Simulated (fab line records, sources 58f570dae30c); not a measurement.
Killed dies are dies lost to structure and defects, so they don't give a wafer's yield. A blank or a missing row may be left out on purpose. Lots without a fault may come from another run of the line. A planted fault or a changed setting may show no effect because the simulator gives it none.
Problem report in the 8D (eight disciplines) form, filled by code | flow berkeley_cmos170 | the parts of the form that need people (team, actions taken, sign-off) are left out

1. THE PROBLEM
NSD_TW at UCB170_NSD_TW_MEAS_10 reads a mean of 3880 on 6 wafers of 2 lots; wafers without a fault read 4169 with a standard deviation of 51. That is -5.7 standard deviations from the usual mean.
First seen on wafer L735.1, day 9 17:23, on film_metro-01. The record holds 42 wafers of 14 lots with a number at this step. Rule for "out", or "out of limits": more than 4 standard deviations from the usual mean. The other wafers with a number count as sound.

2. WHAT IT IS AND WHAT IT IS NOT
question                    | is                           | is not
which readings at this step | NSD_TW                       | -
which lots                  | L732, L735                   | L723, L724, L725, L726, L727, L728, L730, L736, L739, L743, L744, L746
which wafers of those lots  | all that have a number       | -
read on which gauges        | film_metro-01, film_metro-04 | film_metro-03
when                        | from day 9 17:23             | up to then (21 sound wafers); but 15 sound wafers of L736, L739, L743, L744, L746 came after

3. SUSPECTS, AND WHAT RULES EACH OUT
Counting: a tool at a process step up to the reading stays a suspect if it ran every lot that is out and no sound lot after the first of them.
- the gauge at UCB170_NSD_TW_MEAS_10: ruled out. The wafers that are out were read on 2 gauges (film_metro-01, film_metro-04).
- implanter-01 at UCB170_NSD_IMPLANT_08: kept. It ran every lot that is out, first L735 (day 9 17:08), and no sound lot after that; its last sound lot up to then is L728 (day 8 18:56). Its own readings are out on those wafers: dose_ions_cm2, end_station_pressure_torr, faraday_current_uA.
- plasma_asher-03 at UCB170_NSD_STRIP_09 (strips in O2): ruled out as a lasting fault. Sound lots L739 ran on it after its first lot that is out, L735 (day 9 17:17).
Left after counting: implanter-01 at UCB170_NSD_IMPLANT_08.

4. THE CAUSE (what the simulator had put in)
Process parameter drift: implanter-01, from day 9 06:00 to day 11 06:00, at UCB170_NSD_IMPLANT_08. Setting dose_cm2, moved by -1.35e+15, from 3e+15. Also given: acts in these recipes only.
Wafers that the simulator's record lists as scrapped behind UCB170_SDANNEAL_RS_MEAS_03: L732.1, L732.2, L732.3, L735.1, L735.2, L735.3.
Counting left only this tool.

5. THE CHAIN OF EFFECTS, in route order
Each row: a reading whose mean over the struck wafers that have a number lies more than 3 standard deviations from the usual. Only readings for which the record gives a usual standard deviation are gone through. hours: the time from each lot's start at the first step in this table that gives one to its start at this step, as a median over the lots. sigmas: the change in usual standard deviations.
hours | step                       | reading                   | usual         | on struck wafers | change      | sigmas
0     | UCB170_NSD_IMPLANT_08      | dose_ions_cm2             | 2.9996e+15    | 1.6503e+15       | -1.3493e+15 | -99 or more
0     | UCB170_NSD_IMPLANT_08      | end_station_pressure_torr | 1.26e-05 Torr | 9.30e-06         | -3.30e-06   | -5.3
0     | UCB170_NSD_IMPLANT_08      | faraday_current_uA        | 9253          | 5204             | -4050       | -22
0     | UCB170_NSD_STRIP_09        | oes_product_au            | 0.534 a.u.    | 0.587            | +0.053      | +12
0     | UCB170_NSD_STRIP_09        | strip_time_to_endpoint_s  | 35.87 s       | 30.47            | -5.40       | -73
0     | UCB170_NSD_TW_MEAS_10      | NSD_TW                    | 4169          | 3880             | -289        | -5.7
5     | UCB170_SDANNEAL_RS_MEAS_03 | NSD_RS                    | 37.26 ohm/sq  | 53.70            | +16.44      | +99 or more
The process steps in it:
- UCB170_NSD_IMPLANT_08
- UCB170_NSD_STRIP_09: strips in O2.

6. WHAT WOULD HAVE CAUGHT IT SOONER
In this record the first reading out of limits at a measuring or inspecting step was taken at day 9 17:23, 11 hours after the fault began at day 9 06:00.
The tool's own readings at UCB170_NSD_IMPLANT_08 were out on every struck wafer that the step has a row for (dose_ions_cm2, end_station_pressure_torr, faraday_current_uA): an alarm limit on them would have fired on the first of those.
Of the lots that are out (2), L732 began UCB170_NSD_IMPLANT_08 on implanter-01 after day 9 17:23. A hold on the tool at that time would have spared it.
